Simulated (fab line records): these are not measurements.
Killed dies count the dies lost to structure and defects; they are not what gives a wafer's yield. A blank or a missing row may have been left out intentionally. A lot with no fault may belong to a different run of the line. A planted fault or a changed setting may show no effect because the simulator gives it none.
Check for tools in common ; flow berkeley-cmos170 ; 14 lots, 42 wafers sampled

== THE REASON FOR OPENING IT ==
At UCB170_PLDD_TW_MEAS_11 the reading PLDD_TW is flagged on 2 of 14 lots. Wafers without a fault read 1002, standard deviation 8.1.
Rule: a lot is flagged when every wafer of it that has a number lies more than 4 standard deviations from that mean, or none has a number. The other lots count as sound.

lot;measured;on;PLDD_TW, wafer by wafer;flag
L979;day 7 17:16;film-metro-03;1009 1017 1015;
L978;day 7 17:34;film-metro-03;1013 1007 1011;
L981;day 8 06:00;film-metro-02;30 30 30;FLAGGED
L983;day 8 19:37;film-metro-02;30 30 30;FLAGGED
L989;day 10 01:41;film-metro-04;990 994 994;
L991;day 10 10:06;film-metro-04;993 998 992;
L992;day 10 22:18;film-metro-03;1008 1014 1014;
L993;day 10 22:53;film-metro-02;1012 1011 1012;
L994;day 11 13:14;film-metro-04;996 997 1000;
L995;day 11 13:44;film-metro-04;994 992 991;
L997;day 11 22:49;film-metro-02;1007 1008 1010;
L999;day 11 23:31;film-metro-03;1006 1011 1013;
L998;day 11 23:37;film-metro-04;995 1002 1000;
L100;day 12 05:10;film-metro-03;1008 1006 1015;
Averaged over the flagged lots the numbers come to 30, -972 from the usual (-99 or more standard deviations).

== EACH LOT AND THE TOOL IT RAN ON ==
The record keeps 1 process step preceding the reading, out of 331 steps on the route. Cell contents, in order: the tool; ch with the chambers the sampled wafers went through; the start.
lot;flag;UCB170_PLDD_DEVELOP_05
L979;;litho-track-02 ch 0, day 7 16:00
L978;;litho-track-02 ch 0, day 7 16:00
L981;FLAGGED;litho-track-02 ch 0, day 8 05:00
L983;FLAGGED;litho-track-02 ch 0, day 8 18:00
L989;;litho-track-01 ch 0, day 10 01:00
L991;;litho-track-03 ch 0, day 10 09:00
L992;;litho-track-03 ch 0, day 10 21:00
L993;;litho-track-02 ch 0, day 10 22:00
L994;;litho-track-01 ch 0, day 11 12:00
L995;;litho-track-02 ch 0, day 11 12:00
L997;;litho-track-02 ch 0, day 11 22:00
L999;;litho-track-03 ch 0, day 11 22:00
L998;;litho-track-02 ch 0, day 11 22:00
L100;;litho-track-02 ch 0, day 12 04:00
What the steps here do:
- UCB170_PLDD_DEVELOP_05: develop time 45 s.
- UCB170_PLDD_TW_MEAS_11

== FLAGGED AGAINST TOTAL, ONE TOOL AT A TIME (gauges that did the reading follow at the end) ==
step;tool;lots run;flagged;share of the flagged lots;sound lots run after its first flagged lot
UCB170_PLDD_DEVELOP_05;litho-track-01;2;0;none;-
UCB170_PLDD_DEVELOP_05;litho-track-02;9;2;all;5 (L993,L995,L997,L998,L100)
UCB170_PLDD_DEVELOP_05;litho-track-03;3;0;none;-
UCB170_PLDD_TW_MEAS_11;film-metro-02;4;2;all;2 (L993,L997)
UCB170_PLDD_TW_MEAS_11;film-metro-03;5;0;none;-
UCB170_PLDD_TW_MEAS_11;film-metro-04;5;0;none;-

== WHAT THE TABLE PERMITS ==
Every flagged lot went through 2 rows of the table: litho-track-02 at UCB170_PLDD_DEVELOP_05 and film-metro-02 at UCB170_PLDD_TW_MEAS_11.
- litho-track-02 at UCB170_PLDD_DEVELOP_05 ran 9 lots, 2 of them flagged. Sound lots ran on it after the first flagged one (L993, L995, L997, L998, L100), which a lasting fault on the whole tool wouldn't allow.
- film-metro-02 at UCB170_PLDD_TW_MEAS_11 ran 4 lots, 2 of them flagged. Sound lots ran on it after the first flagged one (L993, L997), which a lasting fault on the whole tool wouldn't allow.
Not one row of the table ran every flagged lot while running no sound lot after the first.

== WHAT THE SIMULATOR HAD PUT IN ==
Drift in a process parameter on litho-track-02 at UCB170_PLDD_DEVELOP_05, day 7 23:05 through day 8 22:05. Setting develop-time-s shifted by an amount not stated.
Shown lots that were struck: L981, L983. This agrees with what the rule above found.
